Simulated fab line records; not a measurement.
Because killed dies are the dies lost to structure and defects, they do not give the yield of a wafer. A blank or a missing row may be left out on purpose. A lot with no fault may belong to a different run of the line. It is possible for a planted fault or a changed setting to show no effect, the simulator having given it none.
Split-lot experiment | flow rit-cmos | on a route of 202 steps: 5 lots, 23 wafers read

== ABOUT THE SPLIT ==
At RIT_M1_COAT_04 (resist thk 1300 nm), the setting spin-rpm was moved away from the recipe's 2000 rpm on 9 of the 23 wafers read, by -2.3% to +3.6%. All remaining wafers had this setting at the recipe value.

== FROM THE SPLIT TO THE READING: what the file shows between them, 3 steps ==
- RIT_M1_SOFTBAKE_05: time 60 s
- RIT_M1_EXPOSE_06: exposes mask M12, target cd 2600 nm
- RIT_M1_HARDBAKE_11: time 120 s

== THE READING ==
NOVOLAK_of_M1_COAT_04.thk-nm (the simulator's own value, which no gauge read), in nm, at RIT_M1_METAL_ETCH_12 (etches Al in Cl2/BCl3, stops on SiO2, time 165 s, target depth 600 nm). No usual value for it is given in the file. The 14 wafers here that ran the recipe average 818.4 nm, standard deviation 12 nm.

wafer  | tool, chamber at the split | spin-rpm as run, rpm | against the recipe | NOVOLAK_of_M1_COAT_04.thk-nm, nm | against lot-mates on the recipe
L076.2 | litho-track-03, 0          | 2000                 | recipe             | 829.2                            | -
L076.3 | litho-track-03, 0          | 2000                 | recipe             | 834.1                            | -
L076.4 | litho-track-03, 0          | 2000                 | recipe             | 830.3                            | -
L076.5 | litho-track-03, 0          | 2055                 | +2.8%              | 815.4                            | -15.8
L076.6 | litho-track-03, 0          | 2055                 | +2.8%              | 819.4                            | -11.8
L078.1 | litho-track-03, 0          | 2000                 | recipe             | 805.4                            | -
L078.2 | litho-track-03, 0          | 2000                 | recipe             | 797.1                            | -
L078.3 | litho-track-03, 0          | 2000                 | recipe             | 796.3                            | -
L078.4 | litho-track-03, 0          | 2072                 | +3.6%              | 783.3                            | -16.3
L078.5 | litho-track-03, 0          | 2072                 | +3.6%              | 776.9                            | -22.7
L080.1 | litho-track-04, 0          | 2038                 | +1.9%              | 798                              | -17.8
L080.2 | litho-track-04, 0          | 2000                 | recipe             | 815.1                            | -
L080.3 | litho-track-04, 0          | 2038                 | +1.9%              | 803                              | -12.8
L080.5 | litho-track-04, 0          | 2000                 | recipe             | 817                              | -
L080.6 | litho-track-04, 0          | 2000                 | recipe             | 815.3                            | -
L082.1 | litho-track-03, 0          | 1953                 | -2.3%              | 838.8                            | +9.0
L082.4 | litho-track-03, 0          | 1953                 | -2.3%              | 838.8                            | +9.0
L082.2 | litho-track-03, 0          | 2000                 | recipe             | 829.9                            | -
L082.5 | litho-track-03, 0          | 1953                 | -2.3%              | 838.4                            | +8.6
L082.6 | litho-track-03, 0          | 2000                 | recipe             | 829.7                            | -
L083.2 | litho-track-04, 0          | 2000                 | recipe             | 819.2                            | -
L083.4 | litho-track-04, 0          | 2000                 | recipe             | 814.1                            | -
L083.6 | litho-track-04, 0          | 2000                 | recipe             | 825.1                            | -

THE FIT
A straight line over all 23 wafers: NOVOLAK_of_M1_COAT_04.thk-nm changes by -7.71 nm for each +1% of spin-rpm; r = -0.74; the points scatter about the line by 12 nm.
The same after taking each lot's own level away (the mean of its wafers on the recipe; 23 wafers): -5.05 nm for each +1%; r = -0.93; scatter 3.4 nm.
On that fit, the largest move of spin-rpm shifts the reading by 18 nm.
Across the lots, their own levels run from 799.60 to 831.20 nm, a range of 2.7 times the standard deviation given above.
So the lot-to-lot level blurs the effect unless lot-mates are compared.
Check: with one of the wafers moved furthest among these (+3.6%) left out of the fit, the line predicts -20 nm for it against its lot-mates. Against them it came out at -16.3 nm.

== OTHER SPLITS ON THESE WAFERS ==
Note: prior to the reading, these wafers also went through further splits. Each is held against what the fit with the lots' levels taken away leaves over:
other split on the same wafers | wafers away from the commonest value | r with NOVOLAK_of_M1_COAT_04.thk-nm (lot level and that fit taken away)
RIT_GATE_EXPOSE_13 dose-mj     | 7                                    | -0.06
RIT_NLDD_COAT_01 spin-rpm      | 8                                    | -0.19
RIT_NLDD_IMPLANT_08 energy-kev | 5                                    | +0.11
RIT_NSD_IMPLANT_08 energy-kev  | 6                                    | -0.02
RIT_SDANNEAL_RTA_03 time-s     | 5                                    | +0.03

== THE WHOLE CHAIN: every reading that the file lists as answering this split, in the file's order ==
step                 | what it does                                                          | reading                                                                       | change (the file's fit)              | r (the file's)
RIT_M1_COAT_04       | resist thk 1300 nm                                                    | NOVOLAK_of_M1_COAT_04.thk-nm (the simulator's own value, which no gauge read) | -6.34 nm for each +1% of the setting | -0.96
RIT_M1_HARDBAKE_11   | time 120 s                                                            | NOVOLAK_of_M1_COAT_04.thk-nm (the simulator's own value, which no gauge read) | -5.46 nm for each +1% of the setting | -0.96
RIT_M1_METAL_ETCH_12 | etches Al in Cl2/BCl3, stops on SiO2, time 165 s, target depth 600 nm | NOVOLAK_of_M1_COAT_04.thk-nm (the simulator's own value, which no gauge read) | -5.33 nm for each +1% of the setting | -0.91

== FILE'S OWN FIT ==
NOVOLAK_of_M1_COAT_04.thk-nm changes by -5.33 nm for each +1% of spin-rpm, r = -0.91.
